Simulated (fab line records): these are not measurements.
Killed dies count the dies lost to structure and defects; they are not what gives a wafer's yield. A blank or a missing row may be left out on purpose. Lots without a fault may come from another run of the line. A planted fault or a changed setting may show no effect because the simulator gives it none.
fab line records    flow berkeley-cmos170
[record] lots = 15  wafers = 45  last-day = 12
route steps=331 shown V2@302
lots untouched by any fault: they come from a run of this same line in which no faults occurred
start-h: hours from the record's first day to the start of the lot's first wafer shown    wait-h: time in hours since the lot's previous step    " as in the row above    L1.1+2: a single row standing in for several wafers    - either no value or no given start    * or withheld: withheld    < > ~ a bound
route shown NAME@n: names a module that has steps shown in the file, with the first one's number in the route    usual: mean/standard deviation taken from wafers without a fault    same: alike in all rows    chamber/n: place in a boat    sites: each site's reading    _std_site: the values' standard deviation    _edge_site: the outer-site mean with the inner-site mean subtracted    radius-mm: how far each site lies from the wafer's centre    mask NAME#n: copy n    behind: the last tool/chamber to shape the wafer    hold: the reason the lot was held/the length of the hold in hours/how it ended    device: which transistor (n, p or np) failed to switch    end of line: tests run on the same wafers once the route is complete    a step without rows: its recipe alone    killed: not the wafer's yield, but the dies lost to structure and defects at the first sort    map: dies across one wafer; x = killed, . = not, _ = none there
set.NAME: the setting that was run; set.NAME@STEP: the one run at that earlier step    model.NAME: the simulator's own value behind a step, which no gauge read
steps of the route over a sample of lots; a table a step, a row a wafer
[[steps]]
[step UCB170_V2_PEB_10]
[recipe] peb-temp-c = 130  peb-time-s = withheld  resist = KrF
[usual] heater-power-total-W = 56.80/0.046
lot.wafer  tool            chamber  start-h  wait-h  heater-power-total-W
L663.1     litho-track-03  0        152.90   0.4     56.82
L663.2     "               0        "        "       56.75
L663.4     "               0        "        "       56.81
L664.1     litho-track-01  0        152.95   0.2     56.85
L664.3     "               0        "        "       56.73
L664.6     "               0        "        "       56.75
L662.1     litho-track-01  0        153.44   0.1     56.81
L662.2     "               0        "        "       56.79
L662.5     "               0        "        "       56.79
L665.2     litho-track-01  0        173.38   0.6     68.34
L665.4     "               0        "        "       68.33
L665.6     "               0        "        "       68.39
L666.1     litho-track-01  0        173.63   0.3     68.29
L666.2     "               0        "        "       68.40
L666.3     "               0        "        "       68.32
L668.3     litho-track-02  0        177.57   0.1     56.87
L668.5     "               0        "        "       56.75
L668.6     "               0        "        "       56.82
L667.1     litho-track-01  0        177.77   0.1     68.23
L667.4     "               0        "        "       68.43
L667.5     "               0        "        "       68.29
L678.2     litho-track-02  0        228.47   0.1     56.87
L678.3     "               0        "        "       56.84
L678.4     "               0        "        "       56.82
L679.1     litho-track-02  0        229.60   0.1     56.85
L679.3     "               0        "        "       56.78
L679.5     "               0        "        "       56.87
L681.3     litho-track-03  0        246.22   0.4     56.88
L681.4     "               0        "        "       56.78
L681.5     "               0        "        "       56.86
L680.4     litho-track-03  0        251.98   0.1     56.79
L680.5     "               0        "        "       56.80
L680.6     "               0        "        "       56.77
L682.2     litho-track-02  0        252.05   0.1     56.74
L682.3     "               0        "        "       56.82
L682.5     "               0        "        "       56.77
L684.4     litho-track-02  0        271.70   0.1     56.78
L684.5     "               0        "        "       56.80
L684.6     "               0        "        "       56.80
L683.1     litho-track-01  0        272.64   0.7     56.81
L683.5     "               0        "        "       56.79
L683.6     "               0        "        "       56.75
L685.1     litho-track-02  0        272.80   0.6     56.79
L685.4     "               0        "        "       56.84
L685.5     "               0        "        "       56.84
[step UCB170_V2_CD_MEAS_12]
[recipe] target-cd-nm = 700
[usual] cd-nm = 700.1/1.4
lot.wafer  tool       chamber  start-h  wait-h  cd-nm
L663.1     cd-sem-02  -        153.18   -       701.6
L663.2     "          -        "        "       701.8
L663.4     "          -        "        "       702.7
L664.1     cd-sem-01  -        153.23   -       699.7
L664.3     "          -        "        "       701.2
L664.6     "          -        "        "       701.6
L662.1     cd-sem-01  -        153.73   -       701.6
L662.2     "          -        "        "       701.8
L662.5     "          -        "        "       700.0
L665.2     cd-sem-02  -        173.65   -       651.7
L665.4     "          -        "        "       651.3
L665.6     "          -        "        "       650.7
L666.1     cd-sem-02  -        173.90   -       650.5
L666.2     "          -        "        "       649.8
L666.3     "          -        "        "       649.9
L668.3     cd-sem-02  -        177.84   -       699.9
L668.5     "          -        "        "       698.7
L668.6     "          -        "        "       700.0
L667.1     cd-sem-01  -        178.05   -       661.4
L667.4     "          -        "        "       660.1
L667.5     "          -        "        "       659.6
L678.2     cd-sem-01  -        228.74   -       701.3
L678.3     "          -        "        "       700.4
L678.4     "          -        "        "       699.8
L679.1     cd-sem-01  -        229.91   -       701.4
L679.3     "          -        "        "       702.3
L679.5     "          -        "        "       701.0
L681.3     cd-sem-01  -        246.53   -       701.1
L681.4     "          -        "        "       699.9
L681.5     "          -        "        "       700.4
L680.4     cd-sem-02  -        252.24   -       698.7
L680.5     "          -        "        "       699.4
L680.6     "          -        "        "       698.7
L682.2     cd-sem-01  -        252.32   -       700.8
L682.3     "          -        "        "       700.6
L682.5     "          -        "        "       700.0
L684.4     cd-sem-01  -        271.96   -       700.4
L684.5     "          -        "        "       700.3
L684.6     "          -        "        "       699.8
L683.1     cd-sem-02  -        272.91   -       701.4
L683.5     "          -        "        "       701.4
L683.6     "          -        "        "       701.7
L685.1     cd-sem-02  -        273.08   -       700.9
L685.4     "          -        "        "       702.1
L685.5     "          -        "        "       702.4
[[key]]
[first-sign] step = UCB170_V2_PEB_10  reading = heater-power-total-W  direction = up  sigmas = 99+  usual = 56.80  struck = 68.34
[effect] step = UCB170_V2_CD_MEAS_12  reading = cd-nm  direction = down  sigmas = 34  usual = 700.1  struck = 653.9  through = control-loop
met-at UCB170_V2_PEB_10
struck-lots L665,L666,L667
[loop-trim] step = UCB170_V2_EXPOSE_09  setting = dose  lots = L667
[fault] kind = process-parameter-drift  tool = litho-track-01  chamber = -  onset-h = 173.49  steps = UCB170_V2_PEB_10  channel = peb-time-s  offset = withheld  shape = step  end-h = 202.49  acts-in = *
// loop-trim: a control loop set the setting to another value than it would have without faults
